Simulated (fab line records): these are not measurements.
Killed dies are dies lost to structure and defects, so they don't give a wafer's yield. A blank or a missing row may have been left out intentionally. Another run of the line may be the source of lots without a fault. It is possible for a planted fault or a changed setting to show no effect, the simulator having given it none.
Code-filled problem report in 8D (eight disciplines) form || flow berkeley-cmos170 || the parts of the form that need people (team, actions taken, sign-off) are left out

## 1. WHAT WENT WRONG
chamber-pressure-mTorr at UCB170_M1_ETCH_11 reads a mean of 45.009 mTorr on 1 wafer of 1 lot; wafers without a fault read 29.999 mTorr with a standard deviation of 0.03. So: +99 or more standard deviations from the usual mean.
The step: etches BARC in N2/H2.
Earliest sighting: wafer L497.6 on rie-diel-01 at day 11 07:13. At this step, 39 wafers from 13 lots have a number in the record. Rule for "out", or "out of limits": more than 4 standard deviations from the usual mean. The rest of the wafers with a number are treated as sound.

## 2. WHAT THIS IS AND IS NOT
{"question": "which readings at this step", "is": "chamber-pressure-mTorr", "is not": "drypump-motor-current-A, throttle-valve-pct"}
{"question": "which lots", "is": "L497", "is not": "L483, L484, L486, L488, L489, L490, L491, L493, L494, L495, L505, L506"}
{"question": "which wafers of those lots", "is": "L497.6", "is not": "L497.2, L497.4"}
{"question": "read on which tools", "is": "rie-diel-01", "is not": "rie-diel-02, rie-diel-04"}
{"question": "when", "is": "from day 11 07:13", "is not": "up to then (32 sound wafers); but 6 sound wafers of L505, L506 came after"}

## 3. SUSPECTS, AND WHAT RULES EACH OUT
Counting: a tool at a process step up to the reading stays a suspect if it ran every lot that is out. Sound lots after the first of them don't rule it out here, since some wafers of a struck lot are sound.
- rtp-anneal-01 at UCB170_SDANNEAL_RTA_00 (time 10 s): kept. It ran the lot that is out, L497 (day 10 23:41); its last sound lot up to then is L490 (day 9 20:30).
- rie-diel-01 at UCB170_M1_ETCH_11 (etches BARC in N2/H2): kept. It ran the lot that is out, L497 (day 11 07:13); its last sound lot up to then is L490 (day 10 11:34). On those wafers its own readings are out: chamber-pressure-mTorr.
- In rie-diel-01 at UCB170_M1_ETCH_11, the wafers that are out were processed in chamber 0 and their sound lot-mates in chambers 1, 2.
Remaining after the count are rtp-anneal-01 at UCB170_SDANNEAL_RTA_00 and rie-diel-01 at UCB170_M1_ETCH_11.

## 4. THE CAUSE (what the simulator had put in)
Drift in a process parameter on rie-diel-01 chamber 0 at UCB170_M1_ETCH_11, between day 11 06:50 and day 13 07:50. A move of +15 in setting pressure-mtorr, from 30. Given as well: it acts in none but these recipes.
Of the 2 suspects that counting leaves, this tool is one.

## 5. SEQUENCE OF EFFECTS, ordered by route
Each row: a reading where the mean over the struck wafers with a number is more than 3 standard deviations away from the usual. Readings are gone through only where the record gives a usual standard deviation; hours: the median, over the lots, of the time from a lot's start at the first step in this table giving one to that lot's start at this step; sigmas: the change measured in usual standard deviations.
{"hours": 0, "step": "UCB170_M1_ETCH_11", "reading": "chamber-pressure-mTorr", "usual": "29.999 mTorr", "on struck wafers": 45.009, "change": "+15.010", "sigmas": "+99 or more"}
Process steps it contains:
- UCB170_M1_ETCH_11: etches BARC in N2/H2.
Later steps that measure or inspect, where all struck wafers having a row at the step show a number for every such reading and not one has moved that far: UCB170_V1_BOW_MEAS_03, UCB170_V2_THK_MEAS_01.

## 6. WHAT WOULD HAVE CAUGHT IT SOONER
0 hours passed between the start of the fault at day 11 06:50 and the first reading out of limits in this record, taken at day 11 07:13.
